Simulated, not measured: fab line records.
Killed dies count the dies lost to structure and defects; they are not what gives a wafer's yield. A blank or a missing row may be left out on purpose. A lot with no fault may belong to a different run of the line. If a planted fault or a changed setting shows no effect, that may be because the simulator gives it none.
The tool behind it: which one? / flow berkeley_cmos170 / 45 wafers from 15 lots sampled at 6 of the route's 331 steps

WHAT THE GAUGES READ, wafer by wafer
UCB170_GATE_CD_MEAS_12: the cd target is 350 nm. Usual: 349.8 nm for cd_nm, sd 1.6.
lot=L504; measured=day 7 04:41; on=cd_sem-01; cd_nm (nm)=351.5 350.4 350.5; flag=
lot=L506; measured=day 8 07:28; on=cd_sem-01; cd_nm (nm)=349.0 346.6 347.8; flag=
lot=L507; measured=day 8 07:32; on=cd_sem-01; cd_nm (nm)=349.5 347.6 350.1; flag=
lot=L510; measured=day 8 07:55; on=cd_sem-01; cd_nm (nm)=350.3 350.6 349.4; flag=
lot=L505; measured=day 8 08:16; on=cd_sem-01; cd_nm (nm)=348.7 350.1 349.9; flag=
lot=L511; measured=day 8 19:22; on=cd_sem-01; cd_nm (nm)=351.9 352.4 350.4; flag=
lot=L513; measured=day 9 09:47; on=cd_sem-01; cd_nm (nm)=350.2 350.6 350.4; flag=
lot=L516; measured=day 9 18:25; on=cd_sem-02; cd_nm (nm)=347.8 348.2 349.2; flag=
lot=L518; measured=day 10 09:53; on=cd_sem-01; cd_nm (nm)=351.8 351.5 350.7; flag=
lot=L520; measured=day 10 22:08; on=cd_sem-01; cd_nm (nm)=353.7 353.2 354.2; flag=
lot=L521; measured=day 11 02:47; on=cd_sem-02; cd_nm (nm)=349.6 349.6 348.5; flag=
lot=L524; measured=day 11 03:19; on=cd_sem-02; cd_nm (nm)=349.0 349.3 350.2; flag=
lot=L523; measured=day 11 03:50; on=cd_sem-01; cd_nm (nm)=349.0 349.8 350.5; flag=
lot=L525; measured=day 12 02:38; on=cd_sem-02; cd_nm (nm)=346.7 346.8 348.6; flag=
lot=L526; measured=day 12 09:02; on=cd_sem-02; cd_nm (nm)=349.5 349.1 349.1; flag=

UCB170_NLDD_OVL_MEAS_07. Usual: NLDD_OVL gives 0 nm (standard deviation 5.9).
lot=L504; measured=day 7 09:56; on=overlay-01; NLDD_OVL (nm)=8 4 3; flag=
lot=L506; measured=day 8 12:40; on=overlay-01; NLDD_OVL (nm)=-4 -2 -7; flag=
lot=L507; measured=day 8 12:49; on=overlay-02; NLDD_OVL (nm)=-3 -5 1; flag=
lot=L510; measured=day 8 14:06; on=overlay-01; NLDD_OVL (nm)=5 4 -1; flag=
lot=L505; measured=day 8 14:15; on=overlay-02; NLDD_OVL (nm)=10 2 9; flag=
lot=L511; measured=day 8 22:41; on=overlay-02; NLDD_OVL (nm)=1 -1 -10; flag=
lot=L513; measured=day 9 13:49; on=overlay-01; NLDD_OVL (nm)=1 8 -3; flag=
lot=L516; measured=day 9 23:59; on=overlay-02; NLDD_OVL (nm)=13 6 7; flag=
lot=L518; measured=day 10 13:35; on=overlay-02; NLDD_OVL (nm)=-8 -8 -2; flag=
lot=L520; measured=day 11 06:26; on=overlay-02; NLDD_OVL (nm)=-3 -1 4; flag=
lot=L521; measured=day 11 08:44; on=overlay-02; NLDD_OVL (nm)=-10 2 -5; flag=
lot=L524; measured=day 11 08:52; on=overlay-02; NLDD_OVL (nm)=-2 -11 -8; flag=
lot=L523; measured=day 11 09:06; on=overlay-02; NLDD_OVL (nm)=3 1 -4; flag=
lot=L525; measured=day 12 08:26; on=overlay-01; NLDD_OVL (nm)=-1 8 13; flag=
lot=L526; measured=day 12 12:47; on=overlay-01; NLDD_OVL (nm)=-6 -7 1; flag=

UCB170_NLDD_TW_MEAS_11. Usual: NLDD_TW gives 2215 (standard deviation 18).
lot=L504; measured=day 7 10:22; on=film_metro-01; NLDD_TW=2222 2235 2234; flag=
lot=L506; measured=day 8 13:07; on=film_metro-01; NLDD_TW=2221 2224 2223; flag=
lot=L507; measured=day 8 13:15; on=film_metro-02; NLDD_TW=2234 2233 2235; flag=
lot=L510; measured=day 8 14:32; on=film_metro-01; NLDD_TW=2245 2243 2236; flag=
lot=L505; measured=day 8 14:41; on=film_metro-03; NLDD_TW=2176 2185 2193; flag=
lot=L511; measured=day 8 23:07; on=film_metro-02; NLDD_TW=2233 2228 2239; flag=
lot=L513; measured=day 9 14:16; on=film_metro-03; NLDD_TW=2188 2191 2184; flag=
lot=L516; measured=day 10 00:34; on=film_metro-01; NLDD_TW=2200 2206 2209; flag=
lot=L518; measured=day 10 14:01; on=film_metro-01; NLDD_TW=2207 2209 2203; flag=
lot=L520; measured=day 11 06:53; on=film_metro-01; NLDD_TW=2389 2368 2372; flag=OFF
lot=L521; measured=day 11 09:11; on=film_metro-03; NLDD_TW=2338 2338 2349; flag=OFF
lot=L524; measured=day 11 09:17; on=film_metro-02; NLDD_TW=2219 2222 2205; flag=
lot=L523; measured=day 11 09:32; on=film_metro-01; NLDD_TW=2385 2390 2379; flag=OFF
lot=L525; measured=day 12 08:52; on=film_metro-03; NLDD_TW=2177 2182 2199; flag=
lot=L526; measured=day 12 13:14; on=film_metro-02; NLDD_TW=2219 2220 2225; flag=

UCB170_PSD_TW_MEAS_10. Usual: PSD_TW gives 2326 (standard deviation 21).
lot=L504; measured=day 7 17:14; on=film_metro-02; PSD_TW=2339 2335 2338; flag=
lot=L506; measured=day 8 21:57; on=film_metro-02; PSD_TW=2343 2356 2347; flag=
lot=L507; measured=day 8 21:49; on=film_metro-02; PSD_TW=2344 2358 2350; flag=
lot=L510; measured=day 8 22:20; on=film_metro-01; PSD_TW=2341 2355 2343; flag=
lot=L505; measured=day 8 22:12; on=film_metro-02; PSD_TW=2351 2347 2349; flag=
lot=L511; measured=day 9 08:56; on=film_metro-03; PSD_TW=2294 2283 2304; flag=
lot=L513; measured=day 10 00:57; on=film_metro-01; PSD_TW=2307 2329 2328; flag=
lot=L516; measured=day 10 07:17; on=film_metro-02; PSD_TW=2353 2346 2344; flag=
lot=L518; measured=day 10 23:35; on=film_metro-03; PSD_TW=2309 2306 2319; flag=
lot=L520; measured=day 11 16:19; on=film_metro-03; PSD_TW=2304 2285 2299; flag=
lot=L521; measured=day 11 16:40; on=film_metro-02; PSD_TW=2330 2329 2325; flag=
lot=L524; measured=day 11 16:25; on=film_metro-01; PSD_TW=2323 2334 2330; flag=
lot=L523; measured=day 11 16:56; on=film_metro-03; PSD_TW=2289 2296 2294; flag=
lot=L525; measured=day 12 14:02; on=film_metro-03; PSD_TW=2290 2291 2297; flag=
lot=L526; measured=day 12 21:08; on=film_metro-03; PSD_TW=2304 2302 2312; flag=

UCB170_SDANNEAL_RS_MEAS_05: the measuring method here is four-point-probe. Usual: NLDD_RS gives 616.4 ohm/sq (standard deviation 1.5).
lot=L504; measured=day 7 20:53; on=film_metro-03; NLDD_RS (ohm/sq)=616.8 616.0 614.4; flag=
lot=L506; measured=day 9 01:13; on=film_metro-01; NLDD_RS (ohm/sq)=614.2 617.0 616.7; flag=
lot=L507; measured=day 9 00:53; on=film_metro-02; NLDD_RS (ohm/sq)=616.7 616.9 616.5; flag=
lot=L510; measured=day 9 01:44; on=film_metro-01; NLDD_RS (ohm/sq)=618.1 618.1 619.3; flag=
lot=L505; measured=day 9 01:32; on=film_metro-02; NLDD_RS (ohm/sq)=615.5 617.1 616.2; flag=
lot=L511; measured=day 9 11:59; on=film_metro-03; NLDD_RS (ohm/sq)=615.2 615.0 613.8; flag=
lot=L513; measured=day 10 06:12; on=film_metro-01; NLDD_RS (ohm/sq)=618.8 618.1 618.9; flag=
lot=L516; measured=day 10 11:35; on=film_metro-02; NLDD_RS (ohm/sq)=615.3 616.2 616.7; flag=
lot=L518; measured=day 11 06:27; on=film_metro-03; NLDD_RS (ohm/sq)=615.4 616.1 616.6; flag=
lot=L520; measured=day 11 19:56; on=film_metro-02; NLDD_RS (ohm/sq)=516.8 516.6 516.6; flag=OFF
lot=L521; measured=day 11 20:17; on=film_metro-03; NLDD_RS (ohm/sq)=517.5 517.4 518.2; flag=OFF
lot=L524; measured=day 11 19:38; on=film_metro-01; NLDD_RS (ohm/sq)=617.1 615.8 614.8; flag=
lot=L523; measured=day 11 20:24; on=film_metro-01; NLDD_RS (ohm/sq)=518.9 518.4 518.4; flag=OFF
lot=L525; measured=day 12 17:17; on=film_metro-01; NLDD_RS (ohm/sq)=616.7 617.7 617.3; flag=
lot=L526; measured=day 13 01:28; on=film_metro-01; NLDD_RS (ohm/sq)=616.9 616.1 616.6; flag=

WHICH TOOL RAN EACH LOT (tool, then ch and the chambers of the sampled wafers, then the start)
lot=L504; UCB170_NLDD_IMPLANT_08=implanter-04 ch 0, day 7 09:59
lot=L506; UCB170_NLDD_IMPLANT_08=implanter-04 ch 0, day 8 12:44
lot=L507; UCB170_NLDD_IMPLANT_08=implanter-01 ch 0, day 8 12:51
lot=L510; UCB170_NLDD_IMPLANT_08=implanter-04 ch 0, day 8 14:10
lot=L505; UCB170_NLDD_IMPLANT_08=implanter-01 ch 0, day 8 14:17
lot=L511; UCB170_NLDD_IMPLANT_08=implanter-03 ch 0, day 8 22:44
lot=L513; UCB170_NLDD_IMPLANT_08=implanter-04 ch 0, day 9 13:53
lot=L516; UCB170_NLDD_IMPLANT_08=implanter-01 ch 0, day 10 00:04
lot=L518; UCB170_NLDD_IMPLANT_08=implanter-01 ch 0, day 10 13:38
lot=L520; UCB170_NLDD_IMPLANT_08=implanter-01 ch 0, day 11 06:29
lot=L521; UCB170_NLDD_IMPLANT_08=implanter-01 ch 0, day 11 08:48
lot=L524; UCB170_NLDD_IMPLANT_08=implanter-03 ch 0, day 11 08:53
lot=L523; UCB170_NLDD_IMPLANT_08=implanter-01 ch 0, day 11 09:08
lot=L525; UCB170_NLDD_IMPLANT_08=implanter-04 ch 0, day 12 08:29
lot=L526; UCB170_NLDD_IMPLANT_08=implanter-04 ch 0, day 12 12:50
- UCB170_NLDD_IMPLANT_08

WHAT THE TOOLS THEMSELVES READ (means of the sampled wafers that have a number; where no wafer has one, the mark that the record gives instead)
UCB170_NLDD_IMPLANT_08. Usual: dose_ions_cm2 5.001e+13, standard deviation 5.8e+10; end_station_pressure_torr 5.08e-06 Torr, standard deviation 2.9e-07; faraday_current_uA 159, standard deviation 3.1.
lot=L504; tool=implanter-04; dose_ions_cm2=4.992e+13; end_station_pressure_torr (Torr)=5.19e-06; faraday_current_uA=159; flag=
lot=L506; tool=implanter-04; dose_ions_cm2=5.000e+13; end_station_pressure_torr (Torr)=5.13e-06; faraday_current_uA=158; flag=
lot=L507; tool=implanter-01; dose_ions_cm2=5.002e+13; end_station_pressure_torr (Torr)=4.95e-06; faraday_current_uA=161; flag=
lot=L510; tool=implanter-04; dose_ions_cm2=5.003e+13; end_station_pressure_torr (Torr)=4.92e-06; faraday_current_uA=158; flag=
lot=L505; tool=implanter-01; dose_ions_cm2=5.000e+13; end_station_pressure_torr (Torr)=5.04e-06; faraday_current_uA=156; flag=
lot=L511; tool=implanter-03; dose_ions_cm2=5.006e+13; end_station_pressure_torr (Torr)=4.74e-06; faraday_current_uA=159; flag=
lot=L513; tool=implanter-04; dose_ions_cm2=5.001e+13; end_station_pressure_torr (Torr)=5.12e-06; faraday_current_uA=163; flag=
lot=L516; tool=implanter-01; dose_ions_cm2=4.993e+13; end_station_pressure_torr (Torr)=5.08e-06; faraday_current_uA=159; flag=
lot=L518; tool=implanter-01; dose_ions_cm2=4.999e+13; end_station_pressure_torr (Torr)=5.21e-06; faraday_current_uA=161; flag=
lot=L520; tool=implanter-01; dose_ions_cm2=7.937e+13; end_station_pressure_torr (Torr)=5.32e-06; faraday_current_uA=250; flag=OFF
lot=L521; tool=implanter-01; dose_ions_cm2=7.934e+13; end_station_pressure_torr (Torr)=5.26e-06; faraday_current_uA=246; flag=OFF
lot=L524; tool=implanter-03; dose_ions_cm2=4.996e+13; end_station_pressure_torr (Torr)=4.92e-06; faraday_current_uA=160; flag=
lot=L523; tool=implanter-01; dose_ions_cm2=7.931e+13; end_station_pressure_torr (Torr)=5.05e-06; faraday_current_uA=252; flag=OFF
lot=L525; tool=implanter-04; dose_ions_cm2=4.993e+13; end_station_pressure_torr (Torr)=5.06e-06; faraday_current_uA=159; flag=
lot=L526; tool=implanter-04; dose_ions_cm2=4.999e+13; end_station_pressure_torr (Torr)=5.41e-06; faraday_current_uA=159; flag=

THE ANSWER, worked out from the rows above alone
Rule: a lot is off if the mean of its wafers that have a number lies more than 3 standard deviations from the usual mean. Also off: a lot with no number at a reading for which 4 or more lots have one. All remaining lots with rows at the step are treated as sound. Order of review: gauges by route order, followed by the tools' own readings, for which a lot's mean as printed above is used. At the first step where some lot is off, the reading lying furthest off is the one used; lots without a number count as furthest.
Off: L520, L521, L523, seen at UCB170_NLDD_TW_MEAS_11 (NLDD_TW).
A tool fits if, at a process step before that reading, it ran every lot that is off, and no sound lot after the first of them. Not tried: the gauges at UCB170_NLDD_TW_MEAS_11; whatever is off there is also off at UCB170_NLDD_IMPLANT_08, on other tools, and gauge error can't account for it. One fits: UCB170_NLDD_IMPLANT_08 on implanter-01. Its last sound lot is L518 (day 10 13:38), its first lot that is off L520 (day 11 06:29): a fault that began between those two fits.
The tool's own readings at UCB170_NLDD_IMPLANT_08 bear it out: on the lots that are off they differ by more than 5 times the standard deviation of the sound lots' means. dose_ions_cm2 reads 7.934e+13 there against 4.999e+13 on the sound lots; faraday_current_uA reads 249 there against 159 on the sound lots.

WHAT THE SIMULATOR HAD PUT IN
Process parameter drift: implanter-01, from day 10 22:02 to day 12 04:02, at UCB170_NLDD_IMPLANT_08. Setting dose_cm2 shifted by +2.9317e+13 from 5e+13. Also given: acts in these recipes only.
Struck lots among those shown: L520, L521, L523. The rule above reached the same finding.
